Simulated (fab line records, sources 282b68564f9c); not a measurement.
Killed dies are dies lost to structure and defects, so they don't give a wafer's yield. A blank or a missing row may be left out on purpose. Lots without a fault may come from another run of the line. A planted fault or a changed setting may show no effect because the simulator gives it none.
Split-lot experiment | flow rit_cmos | 5 lots, 23 wafers read, on a route of 202 steps

THE SPLIT
At RIT_GATE_COAT_11 (resist thk 850 nm), the setting resist_thk_nm was moved away from the recipe's 850 nm on 8 of the 23 wafers read, by +1.9% to +3.6%. The other wafers ran this setting at the recipe's value.

FROM THE SPLIT TO THE READING: what the file shows between them, 2 steps
- RIT_GATE_DEVELOP_15: develop time 50 s (also split here: develop_time_s)
- RIT_GATE_HARDBAKE_18: time 60 s

THE READING
NOVOLAK_of_GATE_COAT_11.thk_nm (the simulator's own value, which no gauge read), in nm, at RIT_GATE_ETCH_19 (etches poly-Si in SF6/CHF3/O2, stops on SiO2, time 165 s, target depth 312.5 nm). The file gives no usual value for it. The 15 wafers here that ran the recipe average 669.1 nm, standard deviation 3.2 nm.

wafer  | tool, chamber at the split | resist_thk_nm as run, nm | against the recipe | NOVOLAK_of_GATE_COAT_11.thk_nm, nm | against lot-mates on the recipe
L074.2 | litho_track-01, 0          | 850                      | recipe             | 667.1                              | -
L074.3 | litho_track-01, 0          | 865.9                    | +1.9%              | 680.9                              | +12.1
L074.4 | litho_track-01, 0          | 865.9                    | +1.9%              | 683.8                              | +15.0
L074.5 | litho_track-01, 0          | 865.9                    | +1.9%              | 681.7                              | +13.0
L074.6 | litho_track-01, 0          | 850                      | recipe             | 670.4                              | -
L076.1 | litho_track-01, 0          | 877                      | +3.2%              | 696.8                              | +28.5
L076.2 | litho_track-01, 0          | 850                      | recipe             | 667.3                              | -
L076.3 | litho_track-01, 0          | 850                      | recipe             | 668.5                              | -
L076.4 | litho_track-01, 0          | 877                      | +3.2%              | 693.5                              | +25.2
L076.6 | litho_track-01, 0          | 850                      | recipe             | 669.2                              | -
L077.1 | litho_track-04, 0          | 850                      | recipe             | 660.7                              | -
L077.2 | litho_track-04, 0          | 880.5                    | +3.6%              | 698.4                              | +32.6
L077.3 | litho_track-04, 0          | 880.5                    | +3.6%              | 689.9                              | +24.1
L077.5 | litho_track-04, 0          | 850                      | recipe             | 670.9                              | -
L077.6 | litho_track-04, 0          | 880.5                    | +3.6%              | 696.9                              | +31.1
L082.2 | litho_track-04, 0          | 850                      | recipe             | 670.6                              | -
L082.3 | litho_track-04, 0          | 850                      | recipe             | 671.5                              | -
L082.4 | litho_track-04, 0          | 850                      | recipe             | 669.4                              | -
L082.5 | litho_track-04, 0          | 850                      | recipe             | 671.7                              | -
L082.6 | litho_track-04, 0          | 850                      | recipe             | 670.7                              | -
L083.1 | litho_track-02, 0          | 850                      | recipe             | 670.6                              | -
L083.3 | litho_track-02, 0          | 850                      | recipe             | 664.4                              | -
L083.4 | litho_track-02, 0          | 850                      | recipe             | 674.1                              | -

THE FIT
A straight line over all 23 wafers: NOVOLAK_of_GATE_COAT_11.thk_nm changes by +7.48 nm for each +1% of resist_thk_nm; r = +0.96; the points scatter about the line by 3.2 nm.
The same after taking each lot's own level away (the mean of its wafers on the recipe; 23 wafers): +8.14 nm for each +1%; r = +0.97; scatter 2.9 nm.
On that fit, the largest move of resist_thk_nm shifts the reading by 29 nm.
The lots' own levels span 665.80 to 670.78 nm, that is 1.6 times the standard deviation above.
So the lot-to-lot level changes the slope little: the two slopes agree.
Check: with one of the wafers moved furthest among these (+3.6%) left out of the fit, the line predicts +28.2 nm for it against its lot-mates. It came out at +32.6 nm against them.

OTHER SPLITS ON THESE WAFERS
These wafers also went through other splits before the reading. Each is held against what the fit with the lots' levels taken away leaves over:
other split on the same wafers     | wafers away from the commonest value | r with NOVOLAK_of_GATE_COAT_11.thk_nm (lot level and that fit taken away)
RIT_ACTIVE_CVD_03 nh3_flow_sccm    | 18                                   | +0.17
RIT_ACTIVE_ETCH_13 rf_w            | 10                                   | +0.07
RIT_FOX1_WET_ETCH_02 time_s        | 18                                   | -0.03
RIT_PWELL_COAT_01 resist_thk_nm    | 7                                    | -0.14
RIT_PWELL_IMPLANT_08 energy_kev    | 8                                    | -0.34
RIT_PRETRO_SOFTBAKE_02 temp_c      | 11                                   | -0.04
RIT_PRETRO_IMPLANT_08 energy_kev   | 10                                   | +0.10
RIT_GATE_OXIDATION_05 temp_c       | 15                                   | +0.13
RIT_GATE_DEVELOP_15 develop_time_s | 10                                   | +0.03

THE WHOLE CHAIN: every reading that the file lists as answering this split, in the file's order
step                 | what it does                                                                    | reading                                                                         | change (the file's fit)              | r (the file's)
RIT_GATE_COAT_11     | resist thk 850 nm                                                               | NOVOLAK_of_GATE_COAT_11.thk_nm (the simulator's own value, which no gauge read) | +8.6 nm for each +1% of the setting  | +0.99
RIT_GATE_HARDBAKE_18 | time 60 s                                                                       | NOVOLAK_of_GATE_COAT_11.thk_nm (the simulator's own value, which no gauge read) | +7.53 nm for each +1% of the setting | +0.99
RIT_GATE_ETCH_19     | etches poly-Si in SF6/CHF3/O2, stops on SiO2, time 165 s, target depth 312.5 nm | NOVOLAK_of_GATE_COAT_11.thk_nm (the simulator's own value, which no gauge read) | +8.14 nm for each +1% of the setting | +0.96

THE FILE'S OWN FIT
NOVOLAK_of_GATE_COAT_11.thk_nm changes by +8.14 nm for each +1% of resist_thk_nm, r = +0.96.
